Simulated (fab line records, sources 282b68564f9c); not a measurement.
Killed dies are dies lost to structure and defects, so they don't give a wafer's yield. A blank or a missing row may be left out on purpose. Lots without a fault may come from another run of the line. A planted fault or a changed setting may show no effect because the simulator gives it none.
Problem report in the 8D (eight disciplines) form, filled by code | flow rit_cmos | the parts of the form that need people (team, actions taken, sign-off) are left out

1. THE PROBLEM
cd_nm at RIT_GATE_CD_MEAS_16 reads a mean of 260.3 nm on 9 wafers of 3 lots; wafers without a fault read 150.3 nm with a standard deviation of 3. That is +37 standard deviations from the usual mean.
The step: target cd 150 nm.
First seen on wafer L474.3, day 6 06:45, on cd_sem-01. The record holds 45 wafers of 15 lots with a number at this step. Rule for "out", or "out of limits": more than 4 standard deviations from the usual mean. The other wafers with a number count as sound.

2. WHAT IT IS AND WHAT IT IS NOT
question                    | is                     | is not
which readings at this step | cd_nm                  | -
which lots                  | L474, L477, L479       | L457, L458, L459, L460, L461, L462, L463, L465, L469, L471, L472, L473
which wafers of those lots  | all that have a number | -
read on which gauges        | cd_sem-01, cd_sem-02   | -
when                        | from day 6 06:45       | up to then (36 sound wafers)

3. SUSPECTS, AND WHAT RULES EACH OUT
Counting: a tool at a process step up to the reading stays a suspect if it ran every lot that is out and no sound lot after the first of them.
- the gauge at RIT_GATE_CD_MEAS_16: ruled out. The wafers that are out were read on 2 gauges (cd_sem-01, cd_sem-02).
- iline_stepper-01 at RIT_GATE_EXPOSE_13 (exposes mask M6, target cd 150 nm): kept. It ran every lot that is out, first L474 (day 6 06:21), and no sound lot after that; its last sound lot up to then is L473 (day 5 23:51). Its own readings are out on those wafers: exposure_dose_mJ_cm2.
Left after counting: iline_stepper-01 at RIT_GATE_EXPOSE_13.

4. THE CAUSE (what the simulator had put in)
Process parameter drift: iline_stepper-01, from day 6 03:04 on, at RIT_GATE_EXPOSE_13. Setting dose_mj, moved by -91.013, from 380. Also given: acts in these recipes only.
Counting left only this tool.

5. THE CHAIN OF EFFECTS, in route order
Each row: a reading whose mean over the struck wafers that have a number lies more than 3 standard deviations from the usual. Only readings for which the record gives a usual standard deviation are gone through. hours: the time from each lot's start at the first step in this table that gives one to its start at this step, as a median over the lots. sigmas: the change in usual standard deviations.
hours | step                | reading              | usual    | on struck wafers | change | sigmas
0     | RIT_GATE_EXPOSE_13  | exposure_dose_mJ_cm2 | 379.8    | 305.7            | -74.1  | -99 or more
0     | RIT_GATE_CD_MEAS_16 | cd_nm                | 150.3 nm | 260.3            | +110.0 | +37
22    | RIT_M1_PROBE_99     | killed_at_front_end  | 7        | 264              | +257   | +86
22    | RIT_M1_PROBE_99     | killed_dies          | 7        | 264              | +257   | +83
22    | RIT_M1_PROBE_99     | killed_on_rim        | 1.8      | 70.0             | +68.2  | +49
The process steps in it:
- RIT_GATE_EXPOSE_13: exposes mask M6, target cd 150 nm.
- RIT_M1_PROBE_99

6. WHAT WOULD HAVE CAUGHT IT SOONER
In this record the first reading out of limits at a measuring or inspecting step was taken at day 6 06:45, 4 hours after the fault began at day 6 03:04.
The tool's own readings at RIT_GATE_EXPOSE_13 were out on every struck wafer that the step has a row for (exposure_dose_mJ_cm2): an alarm limit on them would have fired on the first of those.
Of the lots that are out (3), L477, L479 began RIT_GATE_EXPOSE_13 on iline_stepper-01 after day 6 06:45. A hold on the tool at that time would have spared those 2.
